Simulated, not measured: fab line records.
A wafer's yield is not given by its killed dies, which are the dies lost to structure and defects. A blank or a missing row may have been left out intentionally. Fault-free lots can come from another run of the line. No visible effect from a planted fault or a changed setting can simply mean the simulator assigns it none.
Which tool was responsible? || flow berkeley-cmos170 || Sampling: 14 lots, 42 wafers, 3 of 331 route steps

WHAT EACH GAUGE READ, for each wafer
UCB170_SILICIDE_RS_MEAS_02: measurement is done with a four-point probe. Usual: SILICIDE_TI_RS gives 26.0 ohm/sq (standard deviation 0.34).
{"lot": "L652", "measured": "day 6 15:02", "on": "film-metro-03", "SILICIDE_TI_RS (ohm/sq)": "25.9 26.5 26.5", "flag": ""}
{"lot": "L651", "measured": "day 6 15:02", "on": "film-metro-04", "SILICIDE_TI_RS (ohm/sq)": "25.8 26.1 26.2", "flag": ""}
{"lot": "L654", "measured": "day 7 07:19", "on": "film-metro-03", "SILICIDE_TI_RS (ohm/sq)": "25.7 25.7 25.7", "flag": ""}
{"lot": "L653", "measured": "day 7 07:32", "on": "film-metro-01", "SILICIDE_TI_RS (ohm/sq)": "25.6 25.4 25.6", "flag": ""}
{"lot": "L655", "measured": "day 7 21:18", "on": "film-metro-03", "SILICIDE_TI_RS (ohm/sq)": "25.1 25.2 25.6", "flag": ""}
{"lot": "L659", "measured": "day 8 21:15", "on": "film-metro-03", "SILICIDE_TI_RS (ohm/sq)": "26.4 25.8 26.0", "flag": ""}
{"lot": "L663", "measured": "day 9 14:10", "on": "film-metro-04", "SILICIDE_TI_RS (ohm/sq)": "26.1 25.9 25.6", "flag": ""}
{"lot": "L665", "measured": "day 10 04:10", "on": "film-metro-01", "SILICIDE_TI_RS (ohm/sq)": "26.1 26.1 25.8", "flag": ""}
{"lot": "L668", "measured": "day 10 06:03", "on": "film-metro-03", "SILICIDE_TI_RS (ohm/sq)": "26.2 26.5 26.3", "flag": ""}
{"lot": "L667", "measured": "day 10 06:14", "on": "film-metro-03", "SILICIDE_TI_RS (ohm/sq)": "25.9 25.7 25.9", "flag": ""}
{"lot": "L671", "measured": "day 11 01:15", "on": "film-metro-03", "SILICIDE_TI_RS (ohm/sq)": "25.6 25.5 25.8", "flag": ""}
{"lot": "L670", "measured": "day 11 01:37", "on": "film-metro-01", "SILICIDE_TI_RS (ohm/sq)": "25.9 26.7 25.9", "flag": ""}
{"lot": "L673", "measured": "day 11 08:43", "on": "film-metro-03", "SILICIDE_TI_RS (ohm/sq)": "26.3 25.8 26.3", "flag": ""}
{"lot": "L672", "measured": "day 11 09:43", "on": "film-metro-01", "SILICIDE_TI_RS (ohm/sq)": "26.1 26.0 26.2", "flag": ""}

UCB170_CONTACT_THK_MEAS_02. Usual: CONTACT_PSG_THK gives 703 nm (standard deviation 9.8).
{"lot": "L652", "measured": "day 6 17:17", "on": "film-metro-04", "CONTACT_PSG_THK (nm)": "699 706 703", "flag": ""}
{"lot": "L651", "measured": "day 6 17:28", "on": "film-metro-02", "CONTACT_PSG_THK (nm)": "697 695 699", "flag": ""}
{"lot": "L654", "measured": "day 7 12:38", "on": "film-metro-02", "CONTACT_PSG_THK (nm)": "706 706 707", "flag": ""}
{"lot": "L653", "measured": "day 7 12:39", "on": "film-metro-03", "CONTACT_PSG_THK (nm)": "697 693 694", "flag": ""}
{"lot": "L655", "measured": "day 7 23:46", "on": "film-metro-02", "CONTACT_PSG_THK (nm)": "699 700 693", "flag": ""}
{"lot": "L659", "measured": "day 9 00:07", "on": "film-metro-04", "CONTACT_PSG_THK (nm)": "727 724 723", "flag": ""}
{"lot": "L663", "measured": "day 9 17:11", "on": "film-metro-03", "CONTACT_PSG_THK (nm)": "714 716 708", "flag": ""}
{"lot": "L665", "measured": "day 10 07:58", "on": "film-metro-03", "CONTACT_PSG_THK (nm)": "696 694 691", "flag": ""}
{"lot": "L668", "measured": "day 10 09:22", "on": "film-metro-03", "CONTACT_PSG_THK (nm)": "721 712 713", "flag": ""}
{"lot": "L667", "measured": "day 10 09:22", "on": "film-metro-02", "CONTACT_PSG_THK (nm)": "706 707 710", "flag": ""}
{"lot": "L671", "measured": "day 11 06:18", "on": "film-metro-04", "CONTACT_PSG_THK (nm)": "720 718 718", "flag": ""}
{"lot": "L670", "measured": "day 11 06:19", "on": "film-metro-03", "CONTACT_PSG_THK (nm)": "689 695 694", "flag": ""}
{"lot": "L673", "measured": "day 11 11:01", "on": "film-metro-04", "CONTACT_PSG_THK (nm)": "689 692 689", "flag": ""}
{"lot": "L672", "measured": "day 11 12:48", "on": "film-metro-04", "CONTACT_PSG_THK (nm)": "703 703 703", "flag": ""}

UCB170_CONTACT_OVL_MEAS_16. Usual: CONTACT_OVL gives -2 nm (standard deviation 5.3).
{"lot": "L652", "measured": "day 6 19:16", "on": "overlay-02", "CONTACT_OVL (nm)": "1 0 6", "flag": ""}
{"lot": "L651", "measured": "day 6 19:38", "on": "overlay-02", "CONTACT_OVL (nm)": "-10 -9 -13", "flag": ""}
{"lot": "L654", "measured": "day 7 14:37", "on": "overlay-02", "CONTACT_OVL (nm)": "0 -1 1", "flag": ""}
{"lot": "L653", "measured": "day 7 14:52", "on": "overlay-01", "CONTACT_OVL (nm)": "2 -7 2", "flag": ""}
{"lot": "L655", "measured": "day 8 01:35", "on": "overlay-01", "CONTACT_OVL (nm)": "-8 -3 -5", "flag": ""}
{"lot": "L659", "measured": "day 9 03:11", "on": "overlay-01", "CONTACT_OVL (nm)": "-3 -2 -8", "flag": ""}
{"lot": "L663", "measured": "day 9 19:27", "on": "overlay-01", "CONTACT_OVL (nm)": "-1 -2 -3", "flag": ""}
{"lot": "L665", "measured": "day 10 10:19", "on": "overlay-02", "CONTACT_OVL (nm)": "-5 -9 -4", "flag": ""}
{"lot": "L668", "measured": "day 10 12:08", "on": "overlay-02", "CONTACT_OVL (nm)": "-6 -2 3", "flag": ""}
{"lot": "L667", "measured": "day 10 12:29", "on": "overlay-02", "CONTACT_OVL (nm)": "-5 2 1", "flag": ""}
{"lot": "L671", "measured": "day 11 09:19", "on": "overlay-02", "CONTACT_OVL (nm)": "-10 -2 -4", "flag": ""}
{"lot": "L670", "measured": "day 11 09:11", "on": "overlay-02", "CONTACT_OVL (nm)": "6 13 6", "flag": ""}
{"lot": "L673", "measured": "day 11 12:52", "on": "overlay-02", "CONTACT_OVL (nm)": "1 4 1", "flag": ""}
{"lot": "L672", "measured": "day 11 15:20", "on": "overlay-02", "CONTACT_OVL (nm)": "-1 1 3", "flag": ""}

EACH LOT AND THE TOOL THAT RAN IT (in order: tool; ch and the chambers of the sampled wafers; start)
There is no process step in the record ahead of these readings.

WHAT THE TOOLS THEMSELVES READ (means of the sampled wafers that have a number; where no wafer has one, the mark that the record gives instead)
The record holds no such reading with a usual standard deviation.

THE ANSWER, worked out from the rows above alone
Rule: take the mean of a lot's wafers that have a number; if it is more than 3 standard deviations from the usual mean, the lot is off. A lot without any number at a reading at which 4 lots or more have one is off too. Any other lot the step has rows for is counted as sound. First the gauges in route order, then the tools' own readings, where a lot's mean is used as printed above. The first step at which some lot is off is used, and at that step the reading that is off furthest; a lot without a number counts as furthest.
No lot is off on any of the readings shown, so nothing can be concluded from this.

WHAT THE SIMULATOR HAD PUT IN
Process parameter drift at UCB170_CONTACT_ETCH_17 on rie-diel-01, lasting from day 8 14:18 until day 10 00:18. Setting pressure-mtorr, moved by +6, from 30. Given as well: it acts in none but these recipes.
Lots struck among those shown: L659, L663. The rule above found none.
